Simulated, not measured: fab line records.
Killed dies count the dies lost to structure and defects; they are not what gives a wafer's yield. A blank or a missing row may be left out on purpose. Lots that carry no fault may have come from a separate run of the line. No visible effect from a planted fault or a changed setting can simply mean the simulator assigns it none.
fab line records | flow berkeleyCmos170
record: lots: 13 wafers: 39 lastDay: 13
route steps=331 shown NWELL@29 PWELL@37 WELLDRIVE@57
lots with no fault: from the same line, run without faults
startH: start of the lot's first displayed wafer, in hours after the record's first day | waitH: time in hours since the lot's previous step | " identical to the entry in the row above | L1.1+2: several wafers, shown together as one row | - no value present, or no start provided | * or withheld: withheld | < > ~ a bound
route shown NAME@n: NAME is a module with steps in the file, n the number in the route of the first one | usual: mean/standard deviation taken from wafers without a fault | same: alike in all rows | chamber/n: place in a boat | sites: each site's reading | _std_site: standard deviation of those values | _edge_site: mean of outer sites minus mean of inner sites | radiusMm: for every site, how far away it sits from the centre of the wafer | mask NAME#n: copy n | behind: tool/chamber where the wafer was last shaped | hold: what put the lot on hold/how long, in hours/how the hold closed | device: the transistor (n, p or np) that didn't switch | end of line: tests of these same wafers at the route's end | where a step has no rows: the recipe by itself | killed: the dies lost at the first sort to structure and to defects; this is not the yield of the wafer | map: shows each die of a wafer: x if killed, . if not, _ if none is there
set.NAME: the setting that was run; set.NAME@STEP: the one run at that earlier step | model.NAME: the simulator's own value behind a step, which no gauge read
a sample of lots followed through the steps of the route, with each step as a table and each wafer as a row
services: a tool's chamber out of use, with start hour (startH, from the record's first day; less than 0 if before it), hours out, and reason
== steps ==
step: UCB170_NWELL_STRIP_15
recipe: chemistry: O2 powerW: 400 pressureMtorr: 3500 platenTempC: withheld o2FlowSccm: 400 overashFraction: 0.5
usual: chamberPressureMTorr: 3500/3.4 drypumpMotorCurrentA: 5.5/0.5 o2FlowSccm: 400.1/1.2 oesProductAu: 0.720/0.0044 stripTimeToEndpointS: 18.04/0.075
same: overashFraction: 0.5
columns lot.wafer tool chamber startH waitH chamberPressureMTorr drypumpMotorCurrentA o2FlowSccm oesProductAu rfHoursCounterH stripTimeToEndpointS
L365.1 plasmaAsher-03 0 35.14 0.1 3500 5.2 398.9 0.718 33 18.07
L365.2 " 1 " " 3498 5.2 396.9 0.725 33 17.99
L365.3 " 1 " " 3495 5.3 397.2 0.723 - 17.92
L367.1 plasmaAsher-03 0 46.08 0.1 3498 5.2 399.0 0.729 34 18.09
L367.2 " 1 " " 3497 5.3 399.7 0.725 34 18.19
L367.5 " 1 " " 3497 5.3 399.5 0.718 - 18.22
L370.2 plasmaAsher-02 0 68.19 0.1 3499 5.0 400.4 0.720 34 18.12
L370.5 " 1 " " 3495 5.7 401.5 0.724 - 17.93
L370.6 " 0 " " 3498 4.9 400.8 0.721 - 18.05
L373.3 plasmaAsher-01 1 77.75 0.1 3507 6.3 401.5 0.723 - 17.98
L373.4 " 0 " " 3498 6.1 400.5 0.718 - 18.07
L373.6 " 0 " " 3504 6.1 399.7 0.715 - 17.98
L376.2 plasmaAsher-02 0 90.97 0.1 3500 4.9 400.2 0.724 36 17.90
L376.4 " 1 " " 3496 5.7 400.9 0.714 - 18.00
L376.6 " 0 " " 3496 4.9 399.3 0.717 - 17.99
L377.2 plasmaAsher-03 0 95.76 0.1 3505 5.2 399.6 0.716 40 17.88
L377.4 " 1 " " 3502 5.2 400.7 0.725 - 17.98
L377.6 " 0 " " 3501 5.2 400.2 0.723 - 17.93
L378.1 plasmaAsher-03 0 99.74 0.1 3498 5.2 399.8 0.716 40 18.18
L378.2 " 1 " " 3504 5.3 400.4 0.714 40 18.11
L378.4 " 0 " " 3510 5.2 400.4 0.725 - 18.11
L379.1 plasmaAsher-01 0 104.62 0.1 3498 6.1 398.6 0.723 35 18.00
L379.2 " 1 " " 3501 6.3 401.7 0.715 35 17.99
L379.5 " 1 " " 3500 6.3 402.6 0.720 - 17.96
L382.3 plasmaAsher-01 0 120.96 0.1 3501 6.1 397.5 0.725 - 18.10
L382.5 " 1 " " 3495 6.3 400.4 0.717 - 18.07
L382.6 " 0 " " 3500 6.1 399.1 0.721 - 18.08
L383.2 plasmaAsher-02 1 126.47 0.1 3502 5.7 399.1 0.728 40 18.03
L383.4 " 0 " " 3504 5.0 400.4 0.724 - 18.08
L383.6 " 1 " " 3493 5.7 398.6 0.715 - 18.00
L385.1 plasmaAsher-03 1 138.50 0.1 3503 5.2 400.7 0.715 2 18.19
L385.5 " 0 " " 3505 5.2 401.3 0.725 - 18.08
L385.6 " 1 " " 3501 5.3 402.2 0.727 - 18.09
L386.1 plasmaAsher-03 1 146.51 0.1 3502 5.3 400.1 0.720 3 18.06
L386.2 " 0 " " 3498 5.2 400.3 0.724 3 18.07
L386.5 " 0 " " 3501 5.2 400.9 0.724 - 18.08
L387.3 plasmaAsher-01 1 148.00 0.1 3501 6.4 400.4 0.723 - 18.10
L387.4 " 0 " " 3503 6.1 401.7 0.718 - 18.07
L387.5 " 1 " " 3499 6.4 400.5 0.725 - 18.16
step: UCB170_PWELL_THK_MEAS_03
recipe: reads: SiO2_of_PWELL_OXIDATION_02
usual: PWELL_OXIDE_THK: 26.3/0.45
columns lot.wafer tool chamber startH waitH PWELL_OXIDE_THK[nm]
L365.1 filmMetro-02 - 43.69 0.0 26.3
L365.2 " - " " 26.4
L365.3 " - " " 26.4
L367.1 filmMetro-02 - 54.64 0.0 25.8
L367.2 " - " " 25.7
L367.5 " - " " 25.8
L370.2 filmMetro-04 - 78.46 0.0 26.5
L370.5 " - " " 26.6
L370.6 " - " " 26.3
L373.3 filmMetro-02 - 87.34 0.0 26.5
L373.4 " - " " 26.5
L373.6 " - " " 26.4
L376.2 filmMetro-01 - 99.68 0.0 26.1
L376.4 " - " " 26.2
L376.6 " - " " 26.2
L378.1 filmMetro-02 - 106.38 0.0 25.4
L378.2 " - " " 25.8
L378.4 " - " " 26.1
L377.2 filmMetro-04 - 106.39 0.0 26.6
L377.4 " - " " 26.5
L377.6 " - " " 26.8
L379.1 filmMetro-02 - 114.66 0.0 25.8
L379.2 " - " " 25.8
L379.5 " - " " 25.9
L382.3 filmMetro-02 - 130.40 0.0 26.8
L382.5 " - " " 27.1
L382.6 " - " " 27.1
L383.2 filmMetro-04 - 136.51 0.0 26.0
L383.4 " - " " 25.5
L383.6 " - " " 25.8
L385.1 filmMetro-02 - 145.73 0.0 26.6
L385.5 " - " " 26.9
L385.6 " - " " 26.2
L386.1 filmMetro-04 - 155.93 0.0 26.6
L386.2 " - " " 26.8
L386.5 " - " " 26.5
L387.3 filmMetro-04 - 161.05 0.0 26.3
L387.4 " - " " 25.9
L387.5 " - " " 26.3
step: UCB170_PWELL_ETCH_14
recipe: chemistry: CH3F/Ar/O2 target: Si3N4 stopOn: SiO2 CH3F_flow_sccm: 20 Ar_flow_sccm: 50 O2_flow_sccm: 7 pressureMtorr: 50 rfW: 450 targetDepthA: 2420 overEtchFrac: 0.1 timeS: 151
usual: chamberPressureMTorr: 50.00/0.043 drypumpMotorCurrentA: 5.9/0.43 oesProductAu: 0.939/0.0089 overEtchFrac: 0.1/0 rfFwdPowerW: 448.2/1.3 throttleValvePct: 8.06/0.13
columns lot.wafer tool chamber startH waitH chamberPressureMTorr drypumpMotorCurrentA oesProductAu overEtchFrac rfFwdPowerW rfHoursCounterH throttleValvePct
L365.1 rieDiel-01 2 51.04 0.0 50.02 6.0 0.945 0.1 449.5 67 7.97
L365.2 " 0 " " 49.89 5.7 0.940 0.1 450.2 111 8.15
L365.3 " 1 " " 49.99 5.4 0.934 0.1 445.7 3 7.84
L367.1 rieDiel-01 0 65.26 0.0 50.01 5.8 0.951 0.1 447.5 112 8.13
L367.2 " 1 " " 50.02 5.5 0.923 0.1 445.7 4 7.85
L367.5 " 1 " " 50.02 5.5 0.930 0.1 448.8 - 7.85
L370.2 rieDiel-04 3 85.55 0.0 50.06 6.3 0.976 0.051244 449.3 47 8.25
L370.5 " 1 " " 50.05 5.7 0.968 0.051244 448.8 - 8.19
L370.6 " 3 " " 49.98 6.3 0.979 0.051244 448.3 - 8.24
L373.3 rieDiel-04 3 93.22 0.0 50.00 6.4 0.967 0.051244 450.0 48 8.24
L373.4 " 0 " " 50.00 5.9 0.947 0.051244 448.2 - 8.21
L373.6 " 3 " " 50.01 6.4 0.970 0.051244 450.4 - 8.23
L376.2 rieDiel-02 3 107.91 0.0 50.02 6.0 0.936 0.1 448.4 83 7.92
L376.4 " 2 " " 49.98 6.6 0.954 0.1 447.0 48 8.00
L376.6 " 3 " " 50.05 5.9 0.928 0.1 449.1 - 7.91
L377.2 rieDiel-01 2 115.77 0.0 50.06 6.0 0.941 0.1 446.5 70 7.97
L377.4 " 1 " " 50.00 5.5 0.928 0.1 449.5 7 7.84
L377.6 " 2 " " 49.99 6.0 0.943 0.1 446.1 - 7.98
L378.1 rieDiel-01 2 116.02 0.0 49.96 6.0 0.928 0.1 450.1 71 7.99
L378.2 " 3 " " 50.03 5.1 0.950 0.1 447.4 3 8.04
L378.4 " 1 " " 50.02 5.5 0.924 0.1 448.8 7 7.85
L379.1 rieDiel-02 3 122.59 0.0 49.99 6.0 0.933 0.1 446.5 84 7.90
L379.2 " 0 " " 50.01 6.3 0.919 0.1 448.0 143 7.96
L379.5 " 1 " " 50.00 5.2 0.934 0.1 448.6 - 8.10
L382.3 rieDiel-01 2 139.14 0.0 49.99 6.0 0.941 0.1 447.7 72 7.97
L382.5 " 3 " " 49.97 5.2 0.943 0.1 446.8 - 8.04
L382.6 " 2 " " 49.88 6.0 0.942 0.1 448.9 - 7.98
L383.2 rieDiel-02 2 144.40 0.0 50.01 6.6 0.952 0.1 449.9 50 8.01
L383.4 " 1 " " 50.05 5.2 0.950 0.1 450.3 6 8.12
L383.6 " 2 " " 50.01 6.7 0.940 0.1 448.7 - 8.00
L385.1 rieDiel-02 3 152.85 0.0 50.04 5.9 0.932 0.1 446.8 86 7.92
L385.5 " 2 " " 50.03 6.7 0.948 0.1 448.4 - 8.00
L385.6 " 3 " " 49.95 5.9 0.935 0.1 448.7 - 7.92
L386.1 rieDiel-02 2 164.86 0.0 49.98 6.7 0.934 0.1 447.3 51 8.00
L386.2 " 3 " " 49.99 6.0 0.937 0.1 446.6 86 7.92
L386.5 " 2 " " 50.03 6.7 0.944 0.1 446.3 - 7.99
L387.3 rieDiel-02 0 169.79 0.0 50.00 6.3 0.931 0.1 447.5 144 7.95
L387.4 " 3 " " 50.02 6.0 0.938 0.1 449.1 86 7.92
L387.5 " 0 " " 50.04 6.3 0.936 0.1 450.3 - 7.95
step: UCB170_WELLDRIVE_THK_MEAS_02
recipe: reads: SiO2_of_WELLDRIVE_OXIDATION_01
usual: WELLDRIVE_OXIDE_THK: 200/3
columns lot.wafer tool chamber startH waitH WELLDRIVE_OXIDE_THK[nm]
L365.1 filmMetro-03 - 62.13 0.0 200
L365.2 " - " " 198
L365.3 " - " " 202
L367.1 filmMetro-03 - 77.97 0.0 200
L367.2 " - " " 199
L367.5 " - " " 199
L370.2 filmMetro-02 - 96.66 0.0 202
L370.5 " - " " 198
L370.6 " - " " 196
L373.3 filmMetro-04 - 104.44 0.0 196
L373.4 " - " " 193
L373.6 " - " " 200
L376.2 filmMetro-02 - 119.48 0.0 199
L376.4 " - " " 200
L376.6 " - " " 199
L378.1 filmMetro-03 - 126.53 0.0 204
L378.2 " - " " 201
L378.4 " - " " 199
L377.2 filmMetro-02 - 126.54 0.0 200
L377.4 " - " " 200
L377.6 " - " " 201
L379.1 filmMetro-03 - 135.30 0.0 198
L379.2 " - " " 195
L379.5 " - " " 195
L382.3 filmMetro-02 - 148.83 0.0 200
L382.5 " - " " 198
L382.6 " - " " 197
L383.2 filmMetro-03 - 156.09 0.0 200
L383.4 " - " " 197
L383.6 " - " " 196
L385.1 filmMetro-02 - 163.85 0.0 201
L385.5 " - " " 197
L385.6 " - " " 201
L386.1 filmMetro-04 - 175.68 0.0 198
L386.2 " - " " 200
L386.5 " - " " 197
L387.3 filmMetro-04 - 180.82 0.0 199
L387.4 " - " " 199
L387.5 " - " " 199
== services ==
columns tool chamber startH hours kind
rieDiel-04 2 19.22 1.5 repair
rieDiel-01 3 41.64 - clean
rieDiel-01 3 41.64 16.2 scheduledDown
rieDiel-01 3 41.64 16.2 ventCycle
rieDiel-02 0 72.72 9.5 repair
rieDiel-04 2 81.85 17.5 repair
rieDiel-04 - 99.52 28.1 pm
rieDiel-02 2 101.59 4.0 repair
plasmaAsher-03 - 108.75 9.0 pm
plasmaAsher-03 0 108.75 9.0 ventCycle
plasmaAsher-03 1 108.75 9.0 ventCycle
plasmaAsher-03 0 117.75 - clean
plasmaAsher-03 1 117.75 - clean
plasmaAsher-03 - 144.91 1.1 repair
rieDiel-04 2 162.04 7.4 repair
plasmaAsher-03 - 164.81 1.9 repair
== key ==
firstSign: step: UCB170_PWELL_ETCH_14 reading: overEtchFrac direction: down sigmas: 99+ usual: 0.1 struck: 0.051244
effect: step: UCB170_PWELL_ETCH_14 reading: oesProductAu direction: up sigmas: 3.3 usual: 0.939 struck: 0.968
metAt UCB170_PWELL_ETCH_14
struckLots L370,L373
sortLeftOut L370.2,L370.5,L370.6,L373.3,L373.4,L373.6
testerLeftOut L370,L373
notActingAt UCB170_NWELL_STRIP_15,UCB170_PWELL_THK_MEAS_03,UCB170_WELLDRIVE_THK_MEAS_02
fault: kind: processParameterDrift tool: rieDiel-04 chamber: - onsetH: 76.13 steps: UCB170_PWELL_ETCH_14 channel: overEtchFrac offset: -0.048756 shape: step endH: 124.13 actsIn: theseRecipesOnly stated: 0.1
testerLeftOut: of these lots the tester's yield and bins aren't shown, on N5 and GAA mostly nor the transistor test; their killed dies are dies lost to structure and defects alone, not to doping, threshold or leakage, so they don't give the yield
sortLeftOut: the simulated sort isn't trusted on such a fault, so these wafers' sort isn't shown, and their yield isn't known
